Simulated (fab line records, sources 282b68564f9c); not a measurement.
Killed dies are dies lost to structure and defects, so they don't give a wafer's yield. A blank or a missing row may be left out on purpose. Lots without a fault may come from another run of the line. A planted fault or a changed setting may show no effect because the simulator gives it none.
Which tool did it? | flow rit_cmos | 14 lots, 42 wafers sampled, at 2 steps of a route of 202

WHAT THE GAUGES READ, wafer by wafer
RIT_NRETRO_TW_MEAS_10.
lot  | measured    | on            | NRETRO_TW
L424 | day 2 06:08 | film_metro-01 | 1030 1032 1029
L425 | day 2 10:45 | film_metro-02 | 1040 1035 1036
L426 | day 2 17:07 | film_metro-04 | 1046 1048 1041
L427 | day 2 21:28 | film_metro-02 | 1035 1039 1036
L428 | day 3 03:22 | film_metro-02 | 1038 1035 1040
L429 | day 3 06:34 | film_metro-02 | 1041 1033 1038
L430 | day 3 12:29 | film_metro-01 | 1026 1030 1024
L431 | day 3 17:50 | film_metro-04 | 1062 1057 1055
L432 | day 4 00:03 | film_metro-02 | 1036 1036 1037
L435 | day 4 16:29 | film_metro-04 | 1068 1060 1064
L436 | day 5 02:13 | film_metro-01 | 465 464 464 466 464 464
L437 | day 5 05:53 | film_metro-01 | 466 467 465 468 466 464
L438 | day 5 08:45 | film_metro-02 | 472 474 474 471 474 470
L439 | day 5 13:33 | film_metro-04 | 479 478 480 479 479 481

WHICH TOOL RAN EACH LOT (tool, then ch and the chambers of the sampled wafers, then the start)
lot  | RIT_NRETRO_IMPLANT_08
L424 | implanter-03 ch 0, day 2 05:49
L425 | implanter-02 ch 0, day 2 10:25
L426 | implanter-02 ch 0, day 2 16:49
L427 | implanter-03 ch 0, day 2 21:10
L428 | implanter-03 ch 0, day 3 03:02
L429 | implanter-02 ch 0, day 3 06:17
L430 | implanter-01 ch 0, day 3 12:12
L431 | implanter-02 ch 0, day 3 17:31
L432 | implanter-01 ch 0, day 3 23:44
L435 | implanter-01 ch 0, day 4 16:10
L436 | implanter-01 ch 0, day 5 01:53
L437 | implanter-01 ch 0, day 5 05:35
L438 | implanter-02 ch 0, day 5 08:26
L439 | implanter-03 ch 0, day 5 13:14
- RIT_NRETRO_IMPLANT_08

WHAT THE TOOLS THEMSELVES READ (means of the sampled wafers that have a number; where no wafer has one, the mark that the record gives instead)
The record holds no such reading with a usual standard deviation.

THE ANSWER, worked out from the rows above alone
Rule: what is usual is taken from the lots themselves. Put in order of their means at a reading, lots are off if they are a third of the lots or fewer, leave a main group of 4 or more, and stand apart from it by a gap of 3 or more times the standard deviation of the main group's means; of several such gaps the widest counts. A main group whose means are all the same, to the digits that the tables above print for the reading, isn't used. A lot without any number at a reading at which 4 lots or more have one is off too. The other lots that the step has rows for count as sound. The gauges are gone through in route order, then the tools' own readings, and for those a lot's mean is taken as printed above. The first step at which some lot is off is used, and at that step the reading that is off furthest; a lot without a number counts as furthest.
Off: L436, L437, L438, L439, at RIT_NRETRO_TW_MEAS_10 (NRETRO_TW). The main group: mean 1041, standard deviation 11.
A tool fits if, at a process step before that reading, it ran every lot that is off, and no sound lot after the first of them. The gauges at RIT_NRETRO_TW_MEAS_10 are tried like those tools. None of those tried fits.

WHAT THE SIMULATOR HAD PUT IN
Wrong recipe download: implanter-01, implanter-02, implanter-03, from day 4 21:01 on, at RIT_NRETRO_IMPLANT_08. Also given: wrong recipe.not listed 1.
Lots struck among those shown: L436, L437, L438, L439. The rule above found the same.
